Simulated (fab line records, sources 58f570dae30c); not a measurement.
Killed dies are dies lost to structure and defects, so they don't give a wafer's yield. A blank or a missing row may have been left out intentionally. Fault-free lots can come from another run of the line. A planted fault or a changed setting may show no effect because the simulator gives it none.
Problem report in the 8D (eight disciplines) form, filled by code + flow berkeley_cmos170 + the parts of the form that need people (team, actions taken, sign-off) are left out

## 1. WHAT IS WRONG
Mean of run_length_s at UCB170_V2_ETCH_14: 473.4 s across 2 wafers in 2 lots; on wafers with no fault it is 319.3 s (standard deviation 0.61). So: +99 or more standard deviations from the usual mean.
The step: etches SiO2 in CHF3/CF4/Ar, stops on Al, target depth 1250 nm, time 291 s.
First seen on wafer L824.6, day 8 23:20, on rie_diel-02. The record has a number at this step for 33 wafers belonging to 11 lots. Rule for "out" (also "out of limits"): further than 4 standard deviations from the usual mean. All remaining wafers that have a number are taken as sound.

## 2. WHAT IT IS, AND WHAT IT ISN'T
| question                    | is                           | is not                                                                                                        |
|-----------------------------|------------------------------|---------------------------------------------------------------------------------------------------------------|
| which readings at this step | run_length_s, oes_product_au | drypump_motor_current_A, mfc_ar_sccm, throttle_valve_pct                                                      |
| which lots                  | L824, L826                   | L817, L818, L832, L833, L835, L836, L838, L839, L840                                                          |
| which wafers of those lots  | L824.6, L826.2               | L824.3, L824.5, L826.1, L826.6                                                                                |
| read on which tools         | rie_diel-02                  | rie_diel-03, rie_diel-04                                                                                      |
| when                        | from day 8 23:20             | up to then (8 sound wafers); but 23 sound wafers of L826, L832, L833, L835, L836, L838, L839, L840 came after |

## 3. WHAT RULES OUT EACH SUSPECT
Counting: a tool at a process step up to the reading stays a suspect if it ran every lot that is out. Sound lots after the first of them don't rule it out here, since some wafers of a struck lot are sound.
- rie_diel-02 at UCB170_V2_ETCH_14 (etches SiO2 in CHF3/CF4/Ar, stops on Al, target depth 1250 nm, time 291 s): kept. It ran every lot that is out, first L824 (day 8 23:20). Out on those wafers are its own readings of oes_product_au, run_length_s.
- rie_diel-02, UCB170_V2_ETCH_14: wafers that are out in chamber 3, sound lot-mates in chambers 0, 2.
Left after counting: rie_diel-02 at UCB170_V2_ETCH_14.

## 4. THE CAUSE (what the simulator had put in)
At UCB170_V2_ETCH_14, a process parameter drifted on rie_diel-02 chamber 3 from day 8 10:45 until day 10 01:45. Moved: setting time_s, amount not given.
After counting, this tool was the only one left.

## 5. THE EFFECT CHAIN, in route order
Rows list readings where the struck wafers' mean (over those with a number) sits beyond 3 standard deviations from the usual. Only readings whose record carries a usual standard deviation are examined. hours: median over the lots of the time between each lot's start at the first step of this table that gives one and its start at this step. sigmas: the change, counted in usual standard deviations.
| hours | step               | reading                  | usual      | on struck wafers | change | sigmas      |
|-------|--------------------|--------------------------|------------|------------------|--------|-------------|
| 0     | UCB170_V2_ETCH_14  | oes_product_au           | 0.871 a.u. | 0.710            | -0.161 | -13         |
| 0     | UCB170_V2_ETCH_14  | run_length_s             | 319.3 s    | 473.4            | +154.1 | +99 or more |
| 0     | UCB170_V2_STRIP_15 | strip_time_to_endpoint_s | 15.34 s    | 12.07            | -3.27  | -34         |
It contains these process steps:
- UCB170_V2_ETCH_14: etches SiO2 in CHF3/CF4/Ar, stops on Al, target depth 1250 nm, time 291 s.
- UCB170_V2_STRIP_15: strips in O2.

## 6. HOW IT WOULD HAVE BEEN CAUGHT EARLIER
In this record the first reading out of limits was taken at day 8 23:20, 13 hours after the fault began at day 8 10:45.
